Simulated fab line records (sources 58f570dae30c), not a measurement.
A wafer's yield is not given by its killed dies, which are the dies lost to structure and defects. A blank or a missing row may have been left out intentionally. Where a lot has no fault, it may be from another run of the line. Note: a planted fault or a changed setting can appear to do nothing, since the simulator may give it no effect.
Split-lot experiment | flow berkeleyCmos170 | on a route of 331 steps: 5 lots, 23 wafers read

## ABOUT THE SPLIT
At UCB170_M3_METAL_ETCH_18 (etches Al in Cl2/BCl3, stops on SiO2, target depth 1170 nm, time 195 s), the setting icpW was moved away from the recipe's 600 W on 7 of the 23 wafers read, by -3.6% to +8.3%. The other wafers ran this setting at the recipe's value.

Reading taken at the split's own step.

## THE READING
KrF_of_M3_COAT_10.thkNm (the simulator's own value, which no gauge read), in nm, at UCB170_M3_METAL_ETCH_18 (etches Al in Cl2/BCl3, stops on SiO2, target depth 1170 nm, time 195 s). The file does not state a usual value for it. Across the 16 wafers here that went through the recipe, the average is 201.7 nm and the standard deviation 12 nm.

wafer  | tool, chamber at the split | icpW as run, W | against the recipe | KrF_of_M3_COAT_10.thkNm, nm | against lot-mates on the recipe
L074.1 | rieMetal-04, 1             | 600            | recipe             | 223.2                       | -
L074.3 | rieMetal-04, 1             | 625.8          | +4.3%              | 223.9                       | +1.2
L074.4 | rieMetal-04, 0             | 625.8          | +4.3%              | 178.8                       | -43.9
L074.5 | rieMetal-04, 1             | 600            | recipe             | 216                         | -
L074.6 | rieMetal-04, 0             | 600            | recipe             | 229                         | -
L080.1 | rieMetal-01, 0             | 578.6          | -3.6%              | 220.8                       | +24.6
L080.2 | rieMetal-01, 0             | 600            | recipe             | 195.8                       | -
L080.3 | rieMetal-01, 0             | 578.6          | -3.6%              | 216.4                       | +20.2
L080.4 | rieMetal-01, 0             | 578.6          | -3.6%              | 220                         | +23.8
L080.5 | rieMetal-01, 0             | 600            | recipe             | 196.6                       | -
L082.2 | rieMetal-04, 0             | 600            | recipe             | 200.4                       | -
L082.4 | rieMetal-04, 0             | 600            | recipe             | 202.8                       | -
L082.6 | rieMetal-04, 1             | 600            | recipe             | 213.2                       | -
L081.1 | rieMetal-01, 0             | 600            | recipe             | 194.4                       | -
L081.2 | rieMetal-01, 0             | 600            | recipe             | 197.5                       | -
L081.4 | rieMetal-01, 0             | 600            | recipe             | 194.3                       | -
L081.5 | rieMetal-01, 0             | 600            | recipe             | 196.6                       | -
L081.6 | rieMetal-01, 0             | 600            | recipe             | 189.3                       | -
L083.1 | rieMetal-01, 0             | 600            | recipe             | 192.8                       | -
L083.3 | rieMetal-01, 0             | 649.9          | +8.3%              | 136.5                       | -56.0
L083.4 | rieMetal-01, 0             | 600            | recipe             | 188.7                       | -
L083.5 | rieMetal-01, 0             | 649.9          | +8.3%              | 143.1                       | -49.4
L083.6 | rieMetal-01, 0             | 600            | recipe             | 196.1                       | -

FIT RESULTS
A straight line over all 23 wafers: KrF_of_M3_COAT_10.thkNm changes by -5.74 nm for each +1% of icpW; r = -0.76; the points scatter about the line by 15 nm.
The same after taking each lot's own level away (the mean of its wafers on the recipe; 23 wafers): -6.14 nm for each +1%; r = -0.92; scatter 8 nm.
According to that fit, moving icpW by its largest amount changes the reading by 51 nm.
Measured against the standard deviation above, the lots' own levels, which go from 192.53 to 222.73 nm, span 2.6 times it.
So the lot-to-lot level blurs the effect unless lot-mates are compared.
Check: with one of the wafers moved furthest among these (+8.3%) left out of the fit, the line predicts -48 nm for it against its lot-mates. Against them it came out at -56 nm.

## THE OTHER SPLITS THESE WAFERS WENT THROUGH
Note: prior to the reading, these wafers also went through further splits. Each is held against what the fit with the lots' levels taken away leaves over:
other split on the same wafers    | wafers away from the commonest value | r with KrF_of_M3_COAT_10.thkNm (lot level and that fit taken away)
UCB170_SDANNEAL_RTA_01 timeS      | 8                                    | +0.16
UCB170_SILICIDE_SPUTTER_01 powerW | 9                                    | +0.13
UCB170_M1_SPUTTER_00 powerW       | 6                                    | +0.05
UCB170_M1_COAT_04 resistThkNm     | 10                                   | -0.15
UCB170_M2_COAT_05 resistThkNm     | 8                                    | +0.00

## FILE'S OWN FIT
KrF_of_M3_COAT_10.thkNm changes by -6.1 nm for each +1% of icpW, r = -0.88.
